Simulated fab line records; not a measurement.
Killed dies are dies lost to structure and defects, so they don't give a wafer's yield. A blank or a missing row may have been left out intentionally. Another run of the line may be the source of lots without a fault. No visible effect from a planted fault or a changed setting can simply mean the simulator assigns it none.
What tool caused it? || flow berkeley_cmos170 || 14 lots, 42 wafers sampled, at 5 steps of a route of 331

WHAT THE GAUGES READ, wafer by wafer
UCB170_ACTIVE_CD_MEAS_90: target cd 1200 nm.
{"lot": "L662", "measured": "day 5 10:43", "on": "cd_sem-01", "cd_nm (nm)": "1201.6 1201.5 1201.8"}
{"lot": "L663", "measured": "day 5 10:56", "on": "cd_sem-01", "cd_nm (nm)": "1200.3 1200.2 1198.8"}
{"lot": "L664", "measured": "day 5 23:19", "on": "cd_sem-01", "cd_nm (nm)": "1198.7 1199.1 1198.1"}
{"lot": "L665", "measured": "day 5 23:34", "on": "cd_sem-01", "cd_nm (nm)": "1199.8 1201.0 1199.6"}
{"lot": "L668", "measured": "day 6 09:54", "on": "cd_sem-01", "cd_nm (nm)": "1198.1 1196.7 1198.4"}
{"lot": "L669", "measured": "day 6 10:14", "on": "cd_sem-01", "cd_nm (nm)": "1201.6 1203.5 1202.9"}
{"lot": "L670", "measured": "day 6 19:20", "on": "cd_sem-01", "cd_nm (nm)": "1199.4 1199.2 1198.0"}
{"lot": "L671", "measured": "day 7 08:16", "on": "cd_sem-01", "cd_nm (nm)": "1198.3 1198.4 1199.2"}
{"lot": "L676", "measured": "day 8 07:37", "on": "cd_sem-02", "cd_nm (nm)": "1201.9 1200.4 1201.2"}
{"lot": "L678", "measured": "day 8 07:49", "on": "cd_sem-01", "cd_nm (nm)": "1199.8 1200.8 1199.3"}
{"lot": "L679", "measured": "day 8 23:55", "on": "cd_sem-02", "cd_nm (nm)": "1199.4 1197.3 1198.6"}
{"lot": "L681", "measured": "day 9 10:13", "on": "cd_sem-02", "cd_nm (nm)": "1199.5 1199.7 1199.9"}
{"lot": "L683", "measured": "day 9 10:43", "on": "cd_sem-01", "cd_nm (nm)": "1198.6 1200.8 1199.2"}
{"lot": "L684", "measured": "day 9 17:52", "on": "cd_sem-01", "cd_nm (nm)": "1197.8 1198.0 1198.3"}

UCB170_NVT_TW_MEAS_09.
{"lot": "L662", "measured": "day 7 03:19", "on": "film_metro-01", "NVT_TW": "524 521 518"}
{"lot": "L663", "measured": "day 7 03:33", "on": "film_metro-03", "NVT_TW": "524 525 527"}
{"lot": "L664", "measured": "day 7 12:59", "on": "film_metro-04", "NVT_TW": "535 531 532"}
{"lot": "L665", "measured": "day 7 12:44", "on": "film_metro-03", "NVT_TW": "527 523 523"}
{"lot": "L668", "measured": "day 7 21:22", "on": "film_metro-03", "NVT_TW": "523 521 524"}
{"lot": "L669", "measured": "day 7 21:38", "on": "film_metro-04", "NVT_TW": "532 531 533"}
{"lot": "L670", "measured": "day 8 08:22", "on": "film_metro-04", "NVT_TW": "528 531 532"}
{"lot": "L671", "measured": "day 8 23:19", "on": "film_metro-04", "NVT_TW": "532 528 531"}
{"lot": "L676", "measured": "day 10 08:30", "on": "film_metro-03", "NVT_TW": "524 533 530"}
{"lot": "L678", "measured": "day 10 08:31", "on": "film_metro-01", "NVT_TW": "556 555 555 561 559 556"}
{"lot": "L679", "measured": "day 10 13:32", "on": "film_metro-01", "NVT_TW": "522 521 521"}
{"lot": "L681", "measured": "day 10 23:19", "on": "film_metro-03", "NVT_TW": "564 563 567 563 561 562"}
{"lot": "L683", "measured": "day 10 23:22", "on": "film_metro-04", "NVT_TW": "532 530 533"}
{"lot": "L684", "measured": "day 11 06:48", "on": "film_metro-03", "NVT_TW": "529 527 524"}

UCB170_GATE_THK_MEAS_02.
{"lot": "L662", "measured": "day 7 10:26", "on": "film_metro-04", "GATE_OXIDE_THK (nm)": "6.61 6.50 6.62"}
{"lot": "L663", "measured": "day 7 10:25", "on": "film_metro-02", "GATE_OXIDE_THK (nm)": "6.65 6.79 6.73"}
{"lot": "L664", "measured": "day 7 21:14", "on": "film_metro-02", "GATE_OXIDE_THK (nm)": "6.68 6.84 6.65"}
{"lot": "L665", "measured": "day 7 21:14", "on": "film_metro-04", "GATE_OXIDE_THK (nm)": "6.69 6.64 6.78"}
{"lot": "L668", "measured": "day 8 05:54", "on": "film_metro-02", "GATE_OXIDE_THK (nm)": "6.48 6.69 6.60"}
{"lot": "L669", "measured": "day 8 05:53", "on": "film_metro-04", "GATE_OXIDE_THK (nm)": "6.62 6.50 6.44"}
{"lot": "L670", "measured": "day 8 22:05", "on": "film_metro-04", "GATE_OXIDE_THK (nm)": "6.67 6.79 6.61"}
{"lot": "L671", "measured": "day 9 06:47", "on": "film_metro-03", "GATE_OXIDE_THK (nm)": "6.45 6.50 6.46"}
{"lot": "L676", "measured": "day 10 17:32", "on": "film_metro-02", "GATE_OXIDE_THK (nm)": "6.55 6.60 6.54"}
{"lot": "L678", "measured": "day 10 17:31", "on": "film_metro-03", "GATE_OXIDE_THK (nm)": "6.68 6.78 6.64"}
{"lot": "L679", "measured": "day 10 17:35", "on": "film_metro-04", "GATE_OXIDE_THK (nm)": "6.47 6.56 6.51"}
{"lot": "L681", "measured": "day 11 06:17", "on": "film_metro-03", "GATE_OXIDE_THK (nm)": "6.70 6.66 6.72"}
{"lot": "L683", "measured": "day 11 06:17", "on": "film_metro-02", "GATE_OXIDE_THK (nm)": "6.40 6.55 6.59"}
{"lot": "L684", "measured": "day 11 16:11", "on": "film_metro-02", "GATE_OXIDE_THK (nm)": "6.68 6.51 6.76"}

UCB170_GATE_THK_MEAS_05.
{"lot": "L662", "measured": "day 7 17:08", "on": "film_metro-04", "GATE_POLY_THK (nm)": "211.5 214.1 213.4"}
{"lot": "L663", "measured": "day 7 17:08", "on": "film_metro-02", "GATE_POLY_THK (nm)": "214.2 213.5 214.0"}
{"lot": "L664", "measured": "day 8 07:47", "on": "film_metro-04", "GATE_POLY_THK (nm)": "213.8 214.2 213.1"}
{"lot": "L665", "measured": "day 8 07:47", "on": "film_metro-03", "GATE_POLY_THK (nm)": "218.3 217.6 218.1"}
{"lot": "L668", "measured": "day 8 13:09", "on": "film_metro-04", "GATE_POLY_THK (nm)": "213.0 215.4 213.3"}
{"lot": "L669", "measured": "day 8 13:09", "on": "film_metro-03", "GATE_POLY_THK (nm)": "216.2 216.0 214.4"}
{"lot": "L670", "measured": "day 9 06:19", "on": "film_metro-04", "GATE_POLY_THK (nm)": "217.3 217.1 217.4"}
{"lot": "L671", "measured": "day 9 14:58", "on": "film_metro-02", "GATE_POLY_THK (nm)": "212.3 213.7 213.0"}
{"lot": "L676", "measured": "day 10 23:40", "on": "film_metro-04", "GATE_POLY_THK (nm)": "214.1 212.7 214.1"}
{"lot": "L678", "measured": "day 10 23:35", "on": "film_metro-04", "GATE_POLY_THK (nm)": "212.6 211.1 212.0"}
{"lot": "L679", "measured": "day 10 23:39", "on": "film_metro-02", "GATE_POLY_THK (nm)": "212.9 213.4 212.8"}
{"lot": "L681", "measured": "day 11 14:10", "on": "film_metro-04", "GATE_POLY_THK (nm)": "214.0 214.0 215.2"}
{"lot": "L683", "measured": "day 11 14:10", "on": "film_metro-03", "GATE_POLY_THK (nm)": "214.0 212.0 212.7"}
{"lot": "L684", "measured": "day 12 00:52", "on": "film_metro-04", "GATE_POLY_THK (nm)": "214.1 215.5 214.3"}

WHAT TOOL EACH LOT RAN ON (gives the tool, then ch and the chambers of the sampled wafers, and finally the start)
{"lot": "L662", "UCB170_NVT_IMPLANT_07": "implanter-03 ch 0, day 7 03:05"}
{"lot": "L663", "UCB170_NVT_IMPLANT_07": "implanter-02 ch 0, day 7 03:18"}
{"lot": "L664", "UCB170_NVT_IMPLANT_07": "implanter-04 ch 0, day 7 12:44"}
{"lot": "L665", "UCB170_NVT_IMPLANT_07": "implanter-04 ch 0, day 7 12:29"}
{"lot": "L668", "UCB170_NVT_IMPLANT_07": "implanter-04 ch 0, day 7 21:08"}
{"lot": "L669", "UCB170_NVT_IMPLANT_07": "implanter-03 ch 0, day 7 21:23"}
{"lot": "L670", "UCB170_NVT_IMPLANT_07": "implanter-03 ch 0, day 8 08:07"}
{"lot": "L671", "UCB170_NVT_IMPLANT_07": "implanter-03 ch 0, day 8 23:04"}
{"lot": "L676", "UCB170_NVT_IMPLANT_07": "implanter-03 ch 0, day 10 08:17"}
{"lot": "L678", "UCB170_NVT_IMPLANT_07": "implanter-04 ch 0, day 10 08:16"}
{"lot": "L679", "UCB170_NVT_IMPLANT_07": "implanter-02 ch 0, day 10 13:17"}
{"lot": "L681", "UCB170_NVT_IMPLANT_07": "implanter-04 ch 0, day 10 23:05"}
{"lot": "L683", "UCB170_NVT_IMPLANT_07": "implanter-03 ch 0, day 10 23:07"}
{"lot": "L684", "UCB170_NVT_IMPLANT_07": "implanter-03 ch 0, day 11 06:33"}
- UCB170_NVT_IMPLANT_07

AS READ BY THE TOOLS THEMSELVES (means over the sampled wafers that have a number; for cases with no such wafer, the mark the record gives instead)
UCB170_NVT_IMPLANT_07.
{"lot": "L662", "tool": "implanter-03", "beam_on_s (s)": 9.99, "dose_ions_cm2": 3.0008e+12, "faraday_current_uA": 9.56}
{"lot": "L663", "tool": "implanter-02", "beam_on_s (s)": 10.00, "dose_ions_cm2": 2.9965e+12, "faraday_current_uA": 9.50}
{"lot": "L664", "tool": "implanter-04", "beam_on_s (s)": 10.00, "dose_ions_cm2": 3.0026e+12, "faraday_current_uA": 9.50}
{"lot": "L665", "tool": "implanter-04", "beam_on_s (s)": 10.08, "dose_ions_cm2": 2.9977e+12, "faraday_current_uA": 9.42}
{"lot": "L668", "tool": "implanter-04", "beam_on_s (s)": 10.03, "dose_ions_cm2": 3.0041e+12, "faraday_current_uA": 9.49}
{"lot": "L669", "tool": "implanter-03", "beam_on_s (s)": 10.12, "dose_ions_cm2": 2.9980e+12, "faraday_current_uA": 9.41}
{"lot": "L670", "tool": "implanter-03", "beam_on_s (s)": 9.94, "dose_ions_cm2": 2.9985e+12, "faraday_current_uA": 9.59}
{"lot": "L671", "tool": "implanter-03", "beam_on_s (s)": 9.97, "dose_ions_cm2": 3.0025e+12, "faraday_current_uA": 9.56}
{"lot": "L676", "tool": "implanter-03", "beam_on_s (s)": 9.80, "dose_ions_cm2": 2.9995e+12, "faraday_current_uA": 9.69}
{"lot": "L678", "tool": "implanter-04", "beam_on_s (s)": 12.28, "dose_ions_cm2": 2.9991e+12, "faraday_current_uA": 7.74}
{"lot": "L679", "tool": "implanter-02", "beam_on_s (s)": 10.11, "dose_ions_cm2": 2.9958e+12, "faraday_current_uA": 9.42}
{"lot": "L681", "tool": "implanter-04", "beam_on_s (s)": 12.26, "dose_ions_cm2": 3.0002e+12, "faraday_current_uA": 7.78}
{"lot": "L683", "tool": "implanter-03", "beam_on_s (s)": 10.32, "dose_ions_cm2": 2.9996e+12, "faraday_current_uA": 9.21}
{"lot": "L684", "tool": "implanter-03", "beam_on_s (s)": 9.95, "dose_ions_cm2": 3.0000e+12, "faraday_current_uA": 9.57}

THE ANSWER, worked out from the rows above alone
Rule: what is usual is taken from the lots themselves. Put in order of their means at a reading, lots are off if they are a third of the lots or fewer, leave a main group of 4 or more, and stand apart from it by a gap of 3 or more times the standard deviation of the main group's means; of several such gaps the widest counts. A main group is skipped when, at the precision printed for the reading in the tables above, its means are all equal. Also off: a lot with no number at a reading for which 4 or more lots have one. Where the step has rows for the other lots, those lots are counted as sound. After the gauges, taken in route order, come the tools' own readings; for these a lot's mean is taken, as printed above. At the first step where some lot is off, the reading lying furthest off is the one used; lots without a number count as furthest.
Off: at UCB170_NVT_TW_MEAS_09 (NVT_TW), L678, L681. For the main group the mean is 527 and the standard deviation 4.1.
If a tool, at a process step before that reading, ran all the lots that are off and no sound lot after the first of them, it fits. The gauges at UCB170_NVT_TW_MEAS_09 aren't tried: what is off there is off at UCB170_NVT_IMPLANT_07 too, on other tools, and a gauge's error can't cause that. One fits: implanter-04 at UCB170_NVT_IMPLANT_07. Its last sound lot is L668 (day 7 21:08), its first lot that is off L678 (day 10 08:16): a fault that began between those two fits.
The tool's own readings at UCB170_NVT_IMPLANT_07 bear it out: on the lots that are off they differ by more than 5 times the standard deviation of the sound lots' means. beam_on_s reads 12.27 s there against 10.03 s on the sound lots; faraday_current_uA reads 7.76 there against 9.49 on the sound lots.

WHAT THE SIMULATOR HAD PUT IN
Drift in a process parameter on implanter-04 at UCB170_NVT_IMPLANT_07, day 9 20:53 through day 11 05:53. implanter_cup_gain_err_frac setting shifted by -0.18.
Shown lots that were struck: L678, L681. Same finding as the rule above.
